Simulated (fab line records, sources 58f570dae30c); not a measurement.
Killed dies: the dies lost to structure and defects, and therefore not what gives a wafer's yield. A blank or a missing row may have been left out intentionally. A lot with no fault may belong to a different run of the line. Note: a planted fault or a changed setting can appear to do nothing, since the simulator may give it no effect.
fab line records :: flow berkeleyCmos170
record
  lots=6
  wafers=18
  lastDay=11
route steps=331 shown NLDD@162 SPACER@171
lots that met no fault: from a run of the same line without faults
startH: hours from the record's first day to the start of the lot's first wafer shown :: waitH: hours elapsed since this lot's preceding step :: " identical to the entry in the row above :: L1.1+2: several wafers, shown together as one row :: - value missing, or start not given :: * or withheld: withheld :: < > ~ a bound
route shown NAME@n: a module of which the file shows steps, and the number in the route of the first :: usual: the fault-free wafers' mean and standard deviation :: same: alike in all rows :: chamber/n: place in a boat :: sites: per-site readings :: _std_site: the standard deviation of these :: _edge_site: outer sites' mean less inner sites' :: radiusMm: for every site, how far away it sits from the centre of the wafer :: mask NAME#n: copy n :: behind: the most recent tool/chamber to have shaped the wafer :: hold: cause of the lot's hold/its duration in hours/its outcome :: device: which transistor (n, p or np) failed to switch :: end of line: tests run on the same wafers once the route is complete :: for a step that has no rows: nothing shown but its recipe :: killed: the dies lost at the first sort to structure and to defects; this is not the yield of the wafer :: map: a wafer's dies, x killed, . not, _ none there
set.NAME: setting as actually run; set.NAME@STEP: the setting as run at that earlier step :: model.NAME: the simulator's own value behind a step, which no gauge read
lots seen at some steps along the route; tables by step, rows by wafer
services: when a tool's chamber went out of use (startH, in hours from the record's first day, below 0 if earlier), for how many hours, and the reason
## steps
# step UCB170_NLDD_PEB_04
# recipe
  pebTempC=130
  pebTimeS=withheld
  resist=KrF
# step UCB170_NLDD_DEVELOP_05
# recipe
  developer=TMAH
  developTimeS=45
  resist=KrF
  devTempC=21
# step UCB170_NLDD_CD_MEAS_06
# recipe
  targetCdNm=1200
# usual
  cdNm=1199.9/1.1
lot.wafer: L326.3
tool: cdSem-01
chamber: -
startH: 151.65
waitH: -
cdNm: 1197.8

lot.wafer: L326.5
tool: cdSem-01
chamber: -
startH: 151.65
waitH: -
cdNm: 1198.9

lot.wafer: L326.6
tool: cdSem-01
chamber: -
startH: 151.65
waitH: -
cdNm: 1198.5

lot.wafer: L330.1
tool: cdSem-01
chamber: -
startH: 164.08
waitH: -
cdNm: 1201.2

lot.wafer: L330.2
tool: cdSem-01
chamber: -
startH: 164.08
waitH: -
cdNm: 1201.0

lot.wafer: L330.6
tool: cdSem-01
chamber: -
startH: 164.08
waitH: -
cdNm: 1200.6

lot.wafer: L333.1
tool: cdSem-02
chamber: -
startH: 167.52
waitH: -
cdNm: 1199.7

lot.wafer: L333.3
tool: cdSem-02
chamber: -
startH: 167.52
waitH: -
cdNm: 1198.4

lot.wafer: L333.6
tool: cdSem-02
chamber: -
startH: 167.52
waitH: -
cdNm: 1198.4

lot.wafer: L340.2
tool: cdSem-02
chamber: -
startH: 205.62
waitH: -
cdNm: 1198.3

lot.wafer: L340.3
tool: cdSem-02
chamber: -
startH: 205.62
waitH: -
cdNm: 1198.6

lot.wafer: L340.6
tool: cdSem-02
chamber: -
startH: 205.62
waitH: -
cdNm: 1199.0

lot.wafer: L342.1
tool: cdSem-02
chamber: -
startH: 216.11
waitH: -
cdNm: 1201.4

lot.wafer: L342.2
tool: cdSem-02
chamber: -
startH: 216.11
waitH: -
cdNm: 1200.9

lot.wafer: L342.6
tool: cdSem-02
chamber: -
startH: 216.11
waitH: -
cdNm: 1202.3

lot.wafer: L345.2
tool: cdSem-01
chamber: -
startH: 230.07
waitH: -
cdNm: 1200.6

lot.wafer: L345.3
tool: cdSem-01
chamber: -
startH: 230.07
waitH: -
cdNm: 1199.8

lot.wafer: L345.6
tool: cdSem-01
chamber: -
startH: 230.07
waitH: -
cdNm: 1200.6
# step UCB170_NLDD_OVL_MEAS_07
# usual
  NLDD_OVL=3/6.3
lot.wafer: L326.3
tool: overlay-02
chamber: -
startH: 151.74
waitH: 0.1
NLDD_OVL[nm]: 4

lot.wafer: L326.5
tool: overlay-02
chamber: -
startH: 151.74
waitH: 0.1
NLDD_OVL[nm]: 1

lot.wafer: L326.6
tool: overlay-02
chamber: -
startH: 151.74
waitH: 0.1
NLDD_OVL[nm]: -3

lot.wafer: L330.1
tool: overlay-01
chamber: -
startH: 164.20
waitH: 0.1
NLDD_OVL[nm]: 11

lot.wafer: L330.2
tool: overlay-01
chamber: -
startH: 164.20
waitH: 0.1
NLDD_OVL[nm]: 9

lot.wafer: L330.6
tool: overlay-01
chamber: -
startH: 164.20
waitH: 0.1
NLDD_OVL[nm]: 9

lot.wafer: L333.1
tool: overlay-01
chamber: -
startH: 167.64
waitH: 0.1
NLDD_OVL[nm]: 6

lot.wafer: L333.3
tool: overlay-01
chamber: -
startH: 167.64
waitH: 0.1
NLDD_OVL[nm]: 3

lot.wafer: L333.6
tool: overlay-01
chamber: -
startH: 167.64
waitH: 0.1
NLDD_OVL[nm]: 3

lot.wafer: L340.2
tool: overlay-01
chamber: -
startH: 205.73
waitH: 0.1
NLDD_OVL[nm]: 6

lot.wafer: L340.3
tool: overlay-01
chamber: -
startH: 205.73
waitH: 0.1
NLDD_OVL[nm]: 2

lot.wafer: L340.6
tool: overlay-01
chamber: -
startH: 205.73
waitH: 0.1
NLDD_OVL[nm]: 4

lot.wafer: L342.1
tool: overlay-02
chamber: -
startH: 216.23
waitH: 0.1
NLDD_OVL[nm]: -7

lot.wafer: L342.2
tool: overlay-02
chamber: -
startH: 216.23
waitH: 0.1
NLDD_OVL[nm]: -3

lot.wafer: L342.6
tool: overlay-02
chamber: -
startH: 216.23
waitH: 0.1
NLDD_OVL[nm]: -2

lot.wafer: L345.2
tool: overlay-02
chamber: -
startH: 230.17
waitH: 0.1
NLDD_OVL[nm]: -7

lot.wafer: L345.3
tool: overlay-02
chamber: -
startH: 230.17
waitH: 0.1
NLDD_OVL[nm]: -3

lot.wafer: L345.6
tool: overlay-02
chamber: -
startH: 230.17
waitH: 0.1
NLDD_OVL[nm]: -4
# step UCB170_NLDD_IMPLANT_08
# recipe
  species=As
  doseCm2=5e+13
  energyKev=30
  tiltDeg=7
  rotationDeg=0
# step UCB170_NLDD_IMPLANT_09
# recipe
  species=As
  doseCm2=5e+13
  energyKev=30
  tiltDeg=7
  rotationDeg=180
# step UCB170_NLDD_STRIP_10
# recipe
  chemistry=O2
  powerW=400
  pressureMtorr=3500
  platenTempC=withheld
  o2FlowSccm=400
  overashFraction=0.5
# usual
  drypumpMotorCurrentA=5.6/0.43
  oesProductAu=0.735/0.0047
  stripTimeToEndpointS=21.64/0.063
lot.wafer: L326.3
tool: plasmaAsher-03
chamber: 1
startH: 152.10
waitH: 0.1
drypumpMotorCurrentA: 5.8
oesProductAu: 0.726
rfHoursCounterH: -
stripTimeToEndpointS: 21.68

lot.wafer: L326.5
tool: plasmaAsher-03
chamber: 1
startH: 152.10
waitH: 0.1
drypumpMotorCurrentA: 5.8
oesProductAu: 0.731
rfHoursCounterH: -
stripTimeToEndpointS: 21.67

lot.wafer: L326.6
tool: plasmaAsher-03
chamber: 0
startH: 152.10
waitH: 0.1
drypumpMotorCurrentA: 5.1
oesProductAu: 0.730
rfHoursCounterH: -
stripTimeToEndpointS: 21.67

lot.wafer: L330.1
tool: plasmaAsher-03
chamber: 0
startH: 164.54
waitH: 0.1
drypumpMotorCurrentA: 5.1
oesProductAu: 0.733
rfHoursCounterH: 6
stripTimeToEndpointS: 21.64

lot.wafer: L330.2
tool: plasmaAsher-03
chamber: 1
startH: 164.54
waitH: 0.1
drypumpMotorCurrentA: 5.8
oesProductAu: 0.725
rfHoursCounterH: 6
stripTimeToEndpointS: 21.62

lot.wafer: L330.6
tool: plasmaAsher-03
chamber: 0
startH: 164.54
waitH: 0.1
drypumpMotorCurrentA: 5.0
oesProductAu: 0.726
rfHoursCounterH: -
stripTimeToEndpointS: 21.59

lot.wafer: L333.1
tool: plasmaAsher-02
chamber: 1
startH: 167.97
waitH: 0.1
drypumpMotorCurrentA: 5.8
oesProductAu: 0.735
rfHoursCounterH: 41
stripTimeToEndpointS: 21.52

lot.wafer: L333.3
tool: plasmaAsher-02
chamber: 0
startH: 167.97
waitH: 0.1
drypumpMotorCurrentA: 6.2
oesProductAu: 0.732
rfHoursCounterH: -
stripTimeToEndpointS: 21.55

lot.wafer: L333.6
tool: plasmaAsher-02
chamber: 0
startH: 167.97
waitH: 0.1
drypumpMotorCurrentA: 6.3
oesProductAu: 0.737
rfHoursCounterH: -
stripTimeToEndpointS: 21.51

lot.wafer: L340.2
tool: plasmaAsher-03
chamber: 1
startH: 206.06
waitH: 0.1
drypumpMotorCurrentA: 5.9
oesProductAu: 0.725
rfHoursCounterH: 10
stripTimeToEndpointS: 21.56

lot.wafer: L340.3
tool: plasmaAsher-03
chamber: 1
startH: 206.06
waitH: 0.1
drypumpMotorCurrentA: 5.8
oesProductAu: 0.735
rfHoursCounterH: -
stripTimeToEndpointS: 21.61

lot.wafer: L340.6
tool: plasmaAsher-03
chamber: 0
startH: 206.06
waitH: 0.1
drypumpMotorCurrentA: 5.0
oesProductAu: 0.734
rfHoursCounterH: -
stripTimeToEndpointS: 21.64

lot.wafer: L342.1
tool: plasmaAsher-03
chamber: 0
startH: 216.57
waitH: 0.1
drypumpMotorCurrentA: 5.1
oesProductAu: 0.732
rfHoursCounterH: 11
stripTimeToEndpointS: 21.79

lot.wafer: L342.2
tool: plasmaAsher-03
chamber: 1
startH: 216.57
waitH: 0.1
drypumpMotorCurrentA: 5.9
oesProductAu: 0.737
rfHoursCounterH: 11
stripTimeToEndpointS: 21.72

lot.wafer: L342.6
tool: plasmaAsher-03
chamber: 1
startH: 216.57
waitH: 0.1
drypumpMotorCurrentA: 5.9
oesProductAu: 0.739
rfHoursCounterH: -
stripTimeToEndpointS: 21.75

lot.wafer: L345.2
tool: plasmaAsher-03
chamber: 0
startH: 230.50
waitH: 0.1
drypumpMotorCurrentA: 5.1
oesProductAu: 0.732
rfHoursCounterH: 13
stripTimeToEndpointS: 21.70

lot.wafer: L345.3
tool: plasmaAsher-03
chamber: 0
startH: 230.50
waitH: 0.1
drypumpMotorCurrentA: 5.0
oesProductAu: 0.730
rfHoursCounterH: -
stripTimeToEndpointS: 21.71

lot.wafer: L345.6
tool: plasmaAsher-03
chamber: 0
startH: 230.50
waitH: 0.1
drypumpMotorCurrentA: 5.1
oesProductAu: 0.734
rfHoursCounterH: -
stripTimeToEndpointS: 21.77
# step UCB170_NLDD_TW_MEAS_11
# usual
  NLDD_TW=2208/11
lot.wafer: L326.3
tool: filmMetro-03
chamber: -
startH: 152.18
waitH: 0.1
NLDD_TW: 2218

lot.wafer: L326.5
tool: filmMetro-03
chamber: -
startH: 152.18
waitH: 0.1
NLDD_TW: 2199

lot.wafer: L326.6
tool: filmMetro-03
chamber: -
startH: 152.18
waitH: 0.1
NLDD_TW: 2218

lot.wafer: L330.1
tool: filmMetro-03
chamber: -
startH: 164.64
waitH: 0.1
NLDD_TW: 2208

lot.wafer: L330.2
tool: filmMetro-03
chamber: -
startH: 164.64
waitH: 0.1
NLDD_TW: 2214

lot.wafer: L330.6
tool: filmMetro-03
chamber: -
startH: 164.64
waitH: 0.1
NLDD_TW: 2208

lot.wafer: L333.1
tool: filmMetro-01
chamber: -
startH: 168.07
waitH: 0.1
NLDD_TW: 2222

lot.wafer: L333.3
tool: filmMetro-01
chamber: -
startH: 168.07
waitH: 0.1
NLDD_TW: 2224

lot.wafer: L333.6
tool: filmMetro-01
chamber: -
startH: 168.07
waitH: 0.1
NLDD_TW: 2226

lot.wafer: L340.2
tool: filmMetro-02
chamber: -
startH: 206.17
waitH: 0.1
NLDD_TW: 2186

lot.wafer: L340.3
tool: filmMetro-02
chamber: -
startH: 206.17
waitH: 0.1
NLDD_TW: 2184

lot.wafer: L340.6
tool: filmMetro-02
chamber: -
startH: 206.17
waitH: 0.1
NLDD_TW: 2189

lot.wafer: L342.1
tool: filmMetro-01
chamber: -
startH: 216.67
waitH: 0.1
NLDD_TW: 2219

lot.wafer: L342.2
tool: filmMetro-01
chamber: -
startH: 216.67
waitH: 0.1
NLDD_TW: 2229

lot.wafer: L342.6
tool: filmMetro-01
chamber: -
startH: 216.67
waitH: 0.1
NLDD_TW: 2221

lot.wafer: L345.2
tool: filmMetro-02
chamber: -
startH: 230.61
waitH: 0.1
NLDD_TW: 2202

lot.wafer: L345.3
tool: filmMetro-02
chamber: -
startH: 230.61
waitH: 0.1
NLDD_TW: 2204

lot.wafer: L345.6
tool: filmMetro-02
chamber: -
startH: 230.61
waitH: 0.1
NLDD_TW: 2203
# step UCB170_NLDD_CLEAN_12
# recipe
  chemistry=SPM
  tempC=120
  timeS=600
# step UCB170_SPACER_CVD_00
# recipe
  material=SiO2
  targetThkNm=376
  tempC=390
  precursor=TEOS/O2
  timeS=47
  rfW=550
  pressureMtorr=9000
# usual
  heaterPowerW=267/73
  rfFwdPowerW=544.8/2.6
  susceptorTempC=390.02/0.22
# same
  timeS=47
lot.wafer: L326.3
tool: pecvd-04
chamber: 1
startH: 152.40
waitH: 0.0
heaterPowerW: 296
rfFwdPowerW: 543.1
sinceWetCleanH: 338
susceptorTempC: 389.82

lot.wafer: L326.5
tool: pecvd-04
chamber: 0
startH: 152.40
waitH: 0.0
heaterPowerW: 199
rfFwdPowerW: 545.6
sinceWetCleanH: -
susceptorTempC: 389.56

lot.wafer: L326.6
tool: pecvd-04
chamber: 2
startH: 152.40
waitH: 0.0
heaterPowerW: 281
rfFwdPowerW: 546.5
sinceWetCleanH: -
susceptorTempC: 390.04

lot.wafer: L330.1
tool: pecvd-04
chamber: 2
startH: 165.00
waitH: 0.0
heaterPowerW: 278
rfFwdPowerW: 545.3
sinceWetCleanH: 351
susceptorTempC: 389.78

lot.wafer: L330.2
tool: pecvd-04
chamber: 1
startH: 165.00
waitH: 0.0
heaterPowerW: 230
rfFwdPowerW: 543.6
sinceWetCleanH: 351
susceptorTempC: 390.22

lot.wafer: L330.6
tool: pecvd-04
chamber: 1
startH: 165.00
waitH: 0.0
heaterPowerW: 255
rfFwdPowerW: 544.4
sinceWetCleanH: -
susceptorTempC: 389.91

lot.wafer: L333.1
tool: pecvd-02
chamber: 0
startH: 170.80
waitH: 0.0
heaterPowerW: 310
rfFwdPowerW: 543.8
sinceWetCleanH: 21
susceptorTempC: 389.98

lot.wafer: L333.3
tool: pecvd-02
chamber: 1
startH: 170.80
waitH: 0.0
heaterPowerW: 249
rfFwdPowerW: 543.8
sinceWetCleanH: 21
susceptorTempC: 389.92

lot.wafer: L333.6
tool: pecvd-02
chamber: 2
startH: 170.80
waitH: 0.0
heaterPowerW: 354
rfFwdPowerW: 544.1
sinceWetCleanH: -
susceptorTempC: 390.02

lot.wafer: L340.2
tool: pecvd-04
chamber: 1
startH: 206.39
waitH: 0.0
heaterPowerW: 272
rfFwdPowerW: 545.4
sinceWetCleanH: 392
susceptorTempC: 389.99

lot.wafer: L340.3
tool: pecvd-04
chamber: 2
startH: 206.39
waitH: 0.0
heaterPowerW: 269
rfFwdPowerW: 547.8
sinceWetCleanH: 392
susceptorTempC: 390.08

lot.wafer: L340.6
tool: pecvd-04
chamber: 0
startH: 206.39
waitH: 0.0
heaterPowerW: 169
rfFwdPowerW: 545.8
sinceWetCleanH: -
susceptorTempC: 389.85

lot.wafer: L342.1
tool: pecvd-03
chamber: 0
startH: 219.57
waitH: 0.0
heaterPowerW: 188
rfFwdPowerW: 549.1
sinceWetCleanH: 298
susceptorTempC: 389.63

lot.wafer: L342.2
tool: pecvd-03
chamber: 1
startH: 219.57
waitH: 0.0
heaterPowerW: 226
rfFwdPowerW: 545.7
sinceWetCleanH: 298
susceptorTempC: 390.08

lot.wafer: L342.6
tool: pecvd-03
chamber: 2
startH: 219.57
waitH: 0.0
heaterPowerW: 211
rfFwdPowerW: 550.0
sinceWetCleanH: -
susceptorTempC: 389.81

lot.wafer: L345.2
tool: pecvd-03
chamber: 2
startH: 230.84
waitH: 0.0
heaterPowerW: 178
rfFwdPowerW: 546.3
sinceWetCleanH: 309
susceptorTempC: 389.93

lot.wafer: L345.3
tool: pecvd-03
chamber: 0
startH: 230.84
waitH: 0.0
heaterPowerW: 226
rfFwdPowerW: 549.2
sinceWetCleanH: 309
susceptorTempC: 390.08

lot.wafer: L345.6
tool: pecvd-03
chamber: 0
startH: 230.84
waitH: 0.0
heaterPowerW: 230
rfFwdPowerW: 545.6
sinceWetCleanH: -
susceptorTempC: 389.80
# step UCB170_SPACER_THK_MEAS_01
# recipe
  reads=SiO2_of_SPACER_CVD_00
# usual
  SPACER_TEOS_THK=374/5.1
lot.wafer: L326.3
tool: filmMetro-03
chamber: -
startH: 152.46
waitH: 0.0
SPACER_TEOS_THK[nm]: 376

lot.wafer: L326.5
tool: filmMetro-03
chamber: -
startH: 152.46
waitH: 0.0
SPACER_TEOS_THK[nm]: 381

lot.wafer: L326.6
tool: filmMetro-03
chamber: -
startH: 152.46
waitH: 0.0
SPACER_TEOS_THK[nm]: 377

lot.wafer: L330.1
tool: filmMetro-04
chamber: -
startH: 165.04
waitH: 0.0
SPACER_TEOS_THK[nm]: 376

lot.wafer: L330.2
tool: filmMetro-04
chamber: -
startH: 165.04
waitH: 0.0
SPACER_TEOS_THK[nm]: 378

lot.wafer: L330.6
tool: filmMetro-04
chamber: -
startH: 165.04
waitH: 0.0
SPACER_TEOS_THK[nm]: 384

lot.wafer: L333.1
tool: filmMetro-04
chamber: -
startH: 170.84
waitH: 0.0
SPACER_TEOS_THK[nm]: 368

lot.wafer: L333.3
tool: filmMetro-04
chamber: -
startH: 170.84
waitH: 0.0
SPACER_TEOS_THK[nm]: 378

lot.wafer: L333.6
tool: filmMetro-04
chamber: -
startH: 170.84
waitH: 0.0
SPACER_TEOS_THK[nm]: 376

lot.wafer: L340.2
tool: filmMetro-03
chamber: -
startH: 206.45
waitH: 0.0
SPACER_TEOS_THK[nm]: 367

lot.wafer: L340.3
tool: filmMetro-03
chamber: -
startH: 206.45
waitH: 0.0
SPACER_TEOS_THK[nm]: 366

lot.wafer: L340.6
tool: filmMetro-03
chamber: -
startH: 206.45
waitH: 0.0
SPACER_TEOS_THK[nm]: 379

lot.wafer: L342.1
tool: filmMetro-03
chamber: -
startH: 219.61
waitH: 0.0
SPACER_TEOS_THK[nm]: 373

lot.wafer: L342.2
tool: filmMetro-03
chamber: -
startH: 219.61
waitH: 0.0
SPACER_TEOS_THK[nm]: 377

lot.wafer: L342.6
tool: filmMetro-03
chamber: -
startH: 219.61
waitH: 0.0
SPACER_TEOS_THK[nm]: 379

lot.wafer: L345.2
tool: filmMetro-03
chamber: -
startH: 230.89
waitH: 0.0
SPACER_TEOS_THK[nm]: 376

lot.wafer: L345.3
tool: filmMetro-03
chamber: -
startH: 230.89
waitH: 0.0
SPACER_TEOS_THK[nm]: 374

lot.wafer: L345.6
tool: filmMetro-03
chamber: -
startH: 230.89
waitH: 0.0
SPACER_TEOS_THK[nm]: 378
# step UCB170_SPACER_ANNEAL_02
# recipe
  tempC=900
  timeS=1800
  ambient=N2
# step UCB170_SPACER_ETCHBACK_03
# recipe
  stopOn=Si
  target=SiO2
  chemistry=CHF3/CF4/Ar
  CHF3_flow_sccm=50
  cf4FlowSccm=10
  Ar_flow_sccm=120
  pressureMtorr=200
  rfW=500
  targetDepthA=3760
  timeS=100
# usual
  CHF3_flow_sccm=49.99/0.15
  cf4FlowSccm=10.004/0.028
  drypumpMotorCurrentA=5.9/0.46
  oesProductAu=0.897/0.014
  rfFwdPowerW=497.2/1.8
  throttleValvePct=6.52/0.097
  timeS=100/0
lot.wafer: L326.3
tool: rieDiel-02
chamber: 3
startH: 155.87
waitH: 0.0
CHF3_flow_sccm: 49.85
cf4FlowSccm: 10.026
drypumpMotorCurrentA: 5.0
oesProductAu: 0.895
rfFwdPowerW: 494.5
rfHoursCounterH: 10
throttleValvePct: 6.61
timeS: 100
model.SiO2_of_SPACER_CVD_00.thkNm: 0
model.poly-Si_of_GATE_CVD_04.thkNm: 209.5

lot.wafer: L326.5
tool: rieDiel-02
chamber: 0
startH: 155.87
waitH: 0.0
CHF3_flow_sccm: 49.80
cf4FlowSccm: 9.989
drypumpMotorCurrentA: 5.9
oesProductAu: 0.905
rfFwdPowerW: 499.4
rfHoursCounterH: -
throttleValvePct: 6.47
timeS: 100
model.SiO2_of_SPACER_CVD_00.thkNm: 0
model.poly-Si_of_GATE_CVD_04.thkNm: 208.4

lot.wafer: L326.6
tool: rieDiel-02
chamber: 3
startH: 155.87
waitH: 0.0
CHF3_flow_sccm: 50.10
cf4FlowSccm: 9.998
drypumpMotorCurrentA: 5.0
oesProductAu: 0.907
rfFwdPowerW: 496.2
rfHoursCounterH: -
throttleValvePct: 6.61
timeS: 100
model.SiO2_of_SPACER_CVD_00.thkNm: 0
model.poly-Si_of_GATE_CVD_04.thkNm: 209.1

lot.wafer: L330.1
tool: rieDiel-03
chamber: 1
startH: 168.33
waitH: 0.1
CHF3_flow_sccm: -
cf4FlowSccm: -
drypumpMotorCurrentA: -
oesProductAu: -
rfFwdPowerW: -
rfHoursCounterH: -
throttleValvePct: -
timeS: -
model.SiO2_of_SPACER_CVD_00.thkNm: 375.7
model.poly-Si_of_GATE_CVD_04.thkNm: 212.3

lot.wafer: L330.2
tool: rieDiel-03
chamber: 3
startH: 168.33
waitH: 0.1
CHF3_flow_sccm: -
cf4FlowSccm: -
drypumpMotorCurrentA: -
oesProductAu: -
rfFwdPowerW: -
rfHoursCounterH: -
throttleValvePct: -
timeS: -
model.SiO2_of_SPACER_CVD_00.thkNm: 377.5
model.poly-Si_of_GATE_CVD_04.thkNm: 211.5

lot.wafer: L330.6
tool: rieDiel-03
chamber: 1
startH: 168.33
waitH: 0.1
CHF3_flow_sccm: -
cf4FlowSccm: -
drypumpMotorCurrentA: -
oesProductAu: -
rfFwdPowerW: -
rfHoursCounterH: -
throttleValvePct: -
timeS: -
model.SiO2_of_SPACER_CVD_00.thkNm: 384
model.poly-Si_of_GATE_CVD_04.thkNm: 213

lot.wafer: L333.1
tool: rieDiel-03
chamber: 2
startH: 175.79
waitH: 0.0
CHF3_flow_sccm: -
cf4FlowSccm: -
drypumpMotorCurrentA: -
oesProductAu: -
rfFwdPowerW: -
rfHoursCounterH: -
throttleValvePct: -
timeS: -
model.SiO2_of_SPACER_CVD_00.thkNm: 368.6
model.poly-Si_of_GATE_CVD_04.thkNm: 212.1

lot.wafer: L333.3
tool: rieDiel-03
chamber: 0
startH: 175.79
waitH: 0.0
CHF3_flow_sccm: -
cf4FlowSccm: -
drypumpMotorCurrentA: -
oesProductAu: -
rfFwdPowerW: -
rfHoursCounterH: -
throttleValvePct: -
timeS: -
model.SiO2_of_SPACER_CVD_00.thkNm: 377.9
model.poly-Si_of_GATE_CVD_04.thkNm: 212.7

lot.wafer: L333.6
tool: rieDiel-03
chamber: 2
startH: 175.79
waitH: 0.0
CHF3_flow_sccm: -
cf4FlowSccm: -
drypumpMotorCurrentA: -
oesProductAu: -
rfFwdPowerW: -
rfHoursCounterH: -
throttleValvePct: -
timeS: -
model.SiO2_of_SPACER_CVD_00.thkNm: 376.7
model.poly-Si_of_GATE_CVD_04.thkNm: 213.2

lot.wafer: L340.2
tool: rieDiel-02
chamber: 2
startH: 208.96
waitH: 0.1
CHF3_flow_sccm: 49.98
cf4FlowSccm: 9.988
drypumpMotorCurrentA: 6.3
oesProductAu: 0.902
rfFwdPowerW: 495.6
rfHoursCounterH: 70
throttleValvePct: 6.61
timeS: 100
model.SiO2_of_SPACER_CVD_00.thkNm: 0
model.poly-Si_of_GATE_CVD_04.thkNm: 211.5

lot.wafer: L340.3
tool: rieDiel-02
chamber: 3
startH: 208.96
waitH: 0.1
CHF3_flow_sccm: 49.88
cf4FlowSccm: 10.015
drypumpMotorCurrentA: 5.1
oesProductAu: 0.878
rfFwdPowerW: 494.4
rfHoursCounterH: 11
throttleValvePct: 6.58
timeS: 100
model.SiO2_of_SPACER_CVD_00.thkNm: 0
model.poly-Si_of_GATE_CVD_04.thkNm: 209.7

lot.wafer: L340.6
tool: rieDiel-02
chamber: 2
startH: 208.96
waitH: 0.1
CHF3_flow_sccm: 50.08
cf4FlowSccm: 10.030
drypumpMotorCurrentA: 6.3
oesProductAu: 0.919
rfFwdPowerW: 497.1
rfHoursCounterH: -
throttleValvePct: 6.60
timeS: 100
model.SiO2_of_SPACER_CVD_00.thkNm: 0
model.poly-Si_of_GATE_CVD_04.thkNm: 210.6

lot.wafer: L342.1
tool: rieDiel-03
chamber: 1
startH: 221.99
waitH: 0.0
CHF3_flow_sccm: 50.11
cf4FlowSccm: 9.993
drypumpMotorCurrentA: 6.3
oesProductAu: 0.876
rfFwdPowerW: 497.6
rfHoursCounterH: 80
throttleValvePct: 6.66
timeS: 100
model.SiO2_of_SPACER_CVD_00.thkNm: 0
model.poly-Si_of_GATE_CVD_04.thkNm: 207.9

lot.wafer: L342.2
tool: rieDiel-03
chamber: 0
startH: 221.99
waitH: 0.0
CHF3_flow_sccm: 50.11
cf4FlowSccm: 9.964
drypumpMotorCurrentA: 6.4
oesProductAu: 0.896
rfFwdPowerW: 495.4
rfHoursCounterH: 4
throttleValvePct: 6.47
timeS: 100
model.SiO2_of_SPACER_CVD_00.thkNm: 0
model.poly-Si_of_GATE_CVD_04.thkNm: 208

lot.wafer: L342.6
tool: rieDiel-03
chamber: 0
startH: 221.99
waitH: 0.0
CHF3_flow_sccm: 50.17
cf4FlowSccm: 9.996
drypumpMotorCurrentA: 6.4
oesProductAu: 0.904
rfFwdPowerW: 494.0
rfHoursCounterH: -
throttleValvePct: 6.44
timeS: 100
model.SiO2_of_SPACER_CVD_00.thkNm: 0
model.poly-Si_of_GATE_CVD_04.thkNm: 207.8

lot.wafer: L345.2
tool: rieDiel-01
chamber: 1
startH: 234.02
waitH: 0.0
CHF3_flow_sccm: 50.02
cf4FlowSccm: 10.008
drypumpMotorCurrentA: 6.3
oesProductAu: 0.902
rfFwdPowerW: 497.5
rfHoursCounterH: 28
throttleValvePct: 6.56
timeS: 100
model.SiO2_of_SPACER_CVD_00.thkNm: 0
model.poly-Si_of_GATE_CVD_04.thkNm: 211.5

lot.wafer: L345.3
tool: rieDiel-01
chamber: 0
startH: 234.02
waitH: 0.0
CHF3_flow_sccm: 50.08
cf4FlowSccm: 10.036
drypumpMotorCurrentA: 6.0
oesProductAu: 0.900
rfFwdPowerW: 499.9
rfHoursCounterH: 86
throttleValvePct: 6.54
timeS: 100
model.SiO2_of_SPACER_CVD_00.thkNm: 0
model.poly-Si_of_GATE_CVD_04.thkNm: 211.9

lot.wafer: L345.6
tool: rieDiel-01
chamber: 2
startH: 234.02
waitH: 0.0
CHF3_flow_sccm: 50.05
cf4FlowSccm: 9.979
drypumpMotorCurrentA: 6.0
oesProductAu: 0.895
rfFwdPowerW: 498.0
rfHoursCounterH: -
throttleValvePct: 6.62
timeS: 100
model.SiO2_of_SPACER_CVD_00.thkNm: 0
model.poly-Si_of_GATE_CVD_04.thkNm: 211.7
## services
tool: rieDiel-02
chamber: 2
startH: 130.96
hours: 2.5
kind: repair

tool: rieDiel-03
chamber: -
startH: 135.07
hours: 0.9
kind: repair

tool: pecvd-02
chamber: -
startH: 135.50
hours: 14.0
kind: pm

tool: pecvd-02
chamber: 0
startH: 135.50
hours: 14.0
kind: ventCycle

tool: pecvd-02
chamber: 1
startH: 135.50
hours: 14.0
kind: ventCycle

tool: pecvd-02
chamber: 2
startH: 135.50
hours: 14.0
kind: ventCycle

tool: pecvd-02
chamber: 0
startH: 149.50
hours: -
kind: clean

tool: pecvd-02
chamber: 1
startH: 149.50
hours: -
kind: clean

tool: pecvd-02
chamber: 2
startH: 149.50
hours: -
kind: clean

tool: plasmaAsher-02
chamber: -
startH: 151.98
hours: 11.8
kind: pm

tool: rieDiel-03
chamber: -
startH: 176.63
hours: 1.1
kind: repair

tool: rieDiel-01
chamber: -
startH: 195.39
hours: 28.1
kind: pm

tool: plasmaAsher-02
chamber: -
startH: 200.08
hours: 15.6
kind: pm

tool: pecvd-02
chamber: 0
startH: 215.39
hours: 19.8
kind: repair

tool: plasmaAsher-02
chamber: -
startH: 215.68
hours: 2.8
kind: pm

tool: rieDiel-03
chamber: 3
startH: 223.25
hours: 16.6
kind: repair

tool: rieDiel-01
chamber: -
startH: 232.02
hours: 1.2
kind: repair
## key
firstSign
  step=UCB170_SPACER_ETCHBACK_03
  reading=toolRecord
  direction=missing
effect none on later readings
modelEffect
  step=UCB170_SPACER_ETCHBACK_03
  value=SiO2_of_SPACER_CVD_00.thkNm
  without=0
  struck=376.7
metAt UCB170_SPACER_ETCHBACK_03
struckWafers L330.1,L330.2,L330.6,L333.1,L333.3,L333.6
laterRowsLeftOut L330.1,L330.2,L330.6,L333.1,L333.3,L333.6
sortLeftOut L330.1,L330.2,L330.6,L333.1,L333.3,L333.6
testerLeftOut L330,L333
fault
  kind=skippedStepWhole
  tool=rieDiel-03
  chamber=-
  onsetH=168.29
  steps=UCB170_SPACER_ETCHBACK_03
  scope=struckLotsOnly
# testerLeftOut: of these lots the tester's yield and bins aren't shown, on N5 and GAA mostly nor the transistor test; their killed dies are dies lost to structure and defects alone, not to doping, threshold or leakage, so they don't give the yield
# sortLeftOut: the simulated sort isn't trusted on such a fault, so these wafers' sort isn't shown, and their yield isn't known
# laterRowsLeftOut: the simulator's readings of these wafers behind a module that went badly wrong aren't trusted and aren't shown, but for the sort
